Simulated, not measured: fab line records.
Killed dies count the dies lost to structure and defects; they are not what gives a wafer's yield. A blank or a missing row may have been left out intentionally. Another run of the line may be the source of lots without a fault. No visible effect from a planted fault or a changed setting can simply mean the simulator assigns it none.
Split-lot experiment :: flow berkeley_cmos170 :: 27 wafers read across 5 lots, on a route 331 steps long

== SPLIT DETAILS ==
At UCB170_SILICIDE_SPUTTER_01 (material Ti, target thk 30 nm, time 25 s), the setting time_s was moved away from the recipe's 25 s on 6 of the 27 wafers read, by -25.6% to +52.0%. This setting was run at the recipe's value on the other wafers.

== THE PATH FROM SPLIT TO READING: the file shows 1 step between them ==
- UCB170_SILICIDE_RS_MEAS_02: measures by four-point-probe

== THE READING ==
SILICIDE_TI_THK, in nm, at UCB170_SILICIDE_THK_MEAS_03 (measures by xrf). Typical for fault-free wafers on this fab line: 30.1 nm, with standard deviation 0.31 nm.

wafer: L077.1
tool, chamber at the split: pvd_sputter-03, -
time_s as run, s: 25
against the recipe: recipe
SILICIDE_TI_THK, nm: 29.9
against lot-mates on the recipe: -

wafer: L077.2
tool, chamber at the split: pvd_sputter-03, -
time_s as run, s: 25
against the recipe: recipe
SILICIDE_TI_THK, nm: 29.5
against lot-mates on the recipe: -

wafer: L077.3
tool, chamber at the split: pvd_sputter-03, -
time_s as run, s: 25
against the recipe: recipe
SILICIDE_TI_THK, nm: 29.8
against lot-mates on the recipe: -

wafer: L077.4
tool, chamber at the split: pvd_sputter-03, -
time_s as run, s: 25
against the recipe: recipe
SILICIDE_TI_THK, nm: 29.8
against lot-mates on the recipe: -

wafer: L077.5
tool, chamber at the split: pvd_sputter-03, -
time_s as run, s: 25
against the recipe: recipe
SILICIDE_TI_THK, nm: 29.8
against lot-mates on the recipe: -

wafer: L077.6
tool, chamber at the split: pvd_sputter-03, -
time_s as run, s: 25
against the recipe: recipe
SILICIDE_TI_THK, nm: 29.9
against lot-mates on the recipe: -

wafer: L078.1
tool, chamber at the split: pvd_sputter-04, -
time_s as run, s: 25
against the recipe: recipe
SILICIDE_TI_THK, nm: 29.7
against lot-mates on the recipe: -

wafer: L078.2
tool, chamber at the split: pvd_sputter-04, -
time_s as run, s: 25
against the recipe: recipe
SILICIDE_TI_THK, nm: 29.9
against lot-mates on the recipe: -

wafer: L078.3
tool, chamber at the split: pvd_sputter-04, -
time_s as run, s: 25
against the recipe: recipe
SILICIDE_TI_THK, nm: 30.1
against lot-mates on the recipe: -

wafer: L078.4
tool, chamber at the split: pvd_sputter-04, -
time_s as run, s: 25
against the recipe: recipe
SILICIDE_TI_THK, nm: 30.0
against lot-mates on the recipe: -

wafer: L078.5
tool, chamber at the split: pvd_sputter-04, -
time_s as run, s: 25
against the recipe: recipe
SILICIDE_TI_THK, nm: 30.1
against lot-mates on the recipe: -

wafer: L078.6
tool, chamber at the split: pvd_sputter-04, -
time_s as run, s: 25
against the recipe: recipe
SILICIDE_TI_THK, nm: 29.8
against lot-mates on the recipe: -

wafer: L080.1
tool, chamber at the split: pvd_sputter-03, -
time_s as run, s: 25
against the recipe: recipe
SILICIDE_TI_THK, nm: 30.1
against lot-mates on the recipe: -

wafer: L080.2
tool, chamber at the split: pvd_sputter-03, -
time_s as run, s: 25
against the recipe: recipe
SILICIDE_TI_THK, nm: 29.8
against lot-mates on the recipe: -

wafer: L080.3
tool, chamber at the split: pvd_sputter-03, -
time_s as run, s: 18.59
against the recipe: -25.6%
SILICIDE_TI_THK, nm: 22.2
against lot-mates on the recipe: -7.7

wafer: L080.4
tool, chamber at the split: pvd_sputter-03, -
time_s as run, s: 18.59
against the recipe: -25.6%
SILICIDE_TI_THK, nm: 22.2
against lot-mates on the recipe: -7.7

wafer: L080.5
tool, chamber at the split: pvd_sputter-03, -
time_s as run, s: 25
against the recipe: recipe
SILICIDE_TI_THK, nm: 29.7
against lot-mates on the recipe: -

wafer: L080.6
tool, chamber at the split: pvd_sputter-03, -
time_s as run, s: 18.59
against the recipe: -25.6%
SILICIDE_TI_THK, nm: 22.3
against lot-mates on the recipe: -7.6

wafer: L081.2
tool, chamber at the split: pvd_sputter-04, -
time_s as run, s: 25
against the recipe: recipe
SILICIDE_TI_THK, nm: 30.0
against lot-mates on the recipe: -

wafer: L081.3
tool, chamber at the split: pvd_sputter-04, -
time_s as run, s: 25
against the recipe: recipe
SILICIDE_TI_THK, nm: 30.4
against lot-mates on the recipe: -

wafer: L081.5
tool, chamber at the split: pvd_sputter-04, -
time_s as run, s: 25
against the recipe: recipe
SILICIDE_TI_THK, nm: 30.3
against lot-mates on the recipe: -

wafer: L084.1
tool, chamber at the split: pvd_sputter-03, -
time_s as run, s: 38
against the recipe: +52.0%
SILICIDE_TI_THK, nm: 45.6
against lot-mates on the recipe: +15.9

wafer: L084.2
tool, chamber at the split: pvd_sputter-03, -
time_s as run, s: 25
against the recipe: recipe
SILICIDE_TI_THK, nm: 29.8
against lot-mates on the recipe: -

wafer: L084.3
tool, chamber at the split: pvd_sputter-03, -
time_s as run, s: 25
against the recipe: recipe
SILICIDE_TI_THK, nm: 29.4
against lot-mates on the recipe: -

wafer: L084.4
tool, chamber at the split: pvd_sputter-03, -
time_s as run, s: 38
against the recipe: +52.0%
SILICIDE_TI_THK, nm: 45.3
against lot-mates on the recipe: +15.6

wafer: L084.5
tool, chamber at the split: pvd_sputter-03, -
time_s as run, s: 25
against the recipe: recipe
SILICIDE_TI_THK, nm: 29.9
against lot-mates on the recipe: -

wafer: L084.6
tool, chamber at the split: pvd_sputter-03, -
time_s as run, s: 38
against the recipe: +52.0%
SILICIDE_TI_THK, nm: 45.6
against lot-mates on the recipe: +15.9

FIT RESULTS
A straight line over all 27 wafers: SILICIDE_TI_THK changes by +0.3 nm for each +1% of time_s; r = +1.00; the points scatter about the line by 0.22 nm.
The same after taking each lot's own level away (the mean of its wafers on the recipe; 27 wafers): +0.302 nm for each +1%; r = +1.00; scatter 0.16 nm.
Per that fit: largest time_s move, reading shift of 16 nm.
The lots' own levels span 29.70 to 30.23 nm, that is 1.7 times the standard deviation above.
The two slopes are in agreement: the lot-to-lot level therefore moves the slope only a little.
Check: with one of the wafers moved furthest among these (+52.0%) left out of the fit, the line predicts +15.7 nm for it against its lot-mates. Against them it came out at +15.9 nm.

== FURTHER SPLITS ON THESE WAFERS ==
Before the reading, these wafers also passed through other splits. Each is held against what the fit with the lots' levels taken away leaves over:
other split on the same wafers: UCB170_PWELL_ETCH_14 target_depth_a
wafers away from the commonest value: 6
r with SILICIDE_TI_THK (lot level and that fit taken away): -0.04

other split on the same wafers: UCB170_ACTIVE_OXIDATION_02 ox_time_s
wafers away from the commonest value: 18
r with SILICIDE_TI_THK (lot level and that fit taken away): -0.02

other split on the same wafers: UCB170_SPACER_CVD_00 time_s
wafers away from the commonest value: 12
r with SILICIDE_TI_THK (lot level and that fit taken away): +0.05

== THE WHOLE CHAIN: every reading that the file lists as answering this split, in the file's order ==
step: UCB170_SILICIDE_SPUTTER_01
what it does: material Ti, target thk 30 nm, time 25 s
reading: Ti_of_SILICIDE_SPUTTER_01.thk_nm (the simulator's own value, which no gauge read)
change (the file's fit): +0.299 nm for each +1% of the setting
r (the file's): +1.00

step: UCB170_SILICIDE_RS_MEAS_02
what it does: measures by four-point-probe
reading: SILICIDE_TI_RS
change (the file's fit): not straight: 37.6 at the lowest setting, 26.4 at the recipe, 16.3 at the highest
r (the file's): not given

step: UCB170_SILICIDE_THK_MEAS_03
what it does: measures by xrf
reading: SILICIDE_TI_THK
change (the file's fit): +0.303 for each +1% of the setting
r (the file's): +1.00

== THE FILE'S OWN FIT ==
SILICIDE_TI_THK changes by +0.303 nm for each +1% of time_s, r = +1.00.
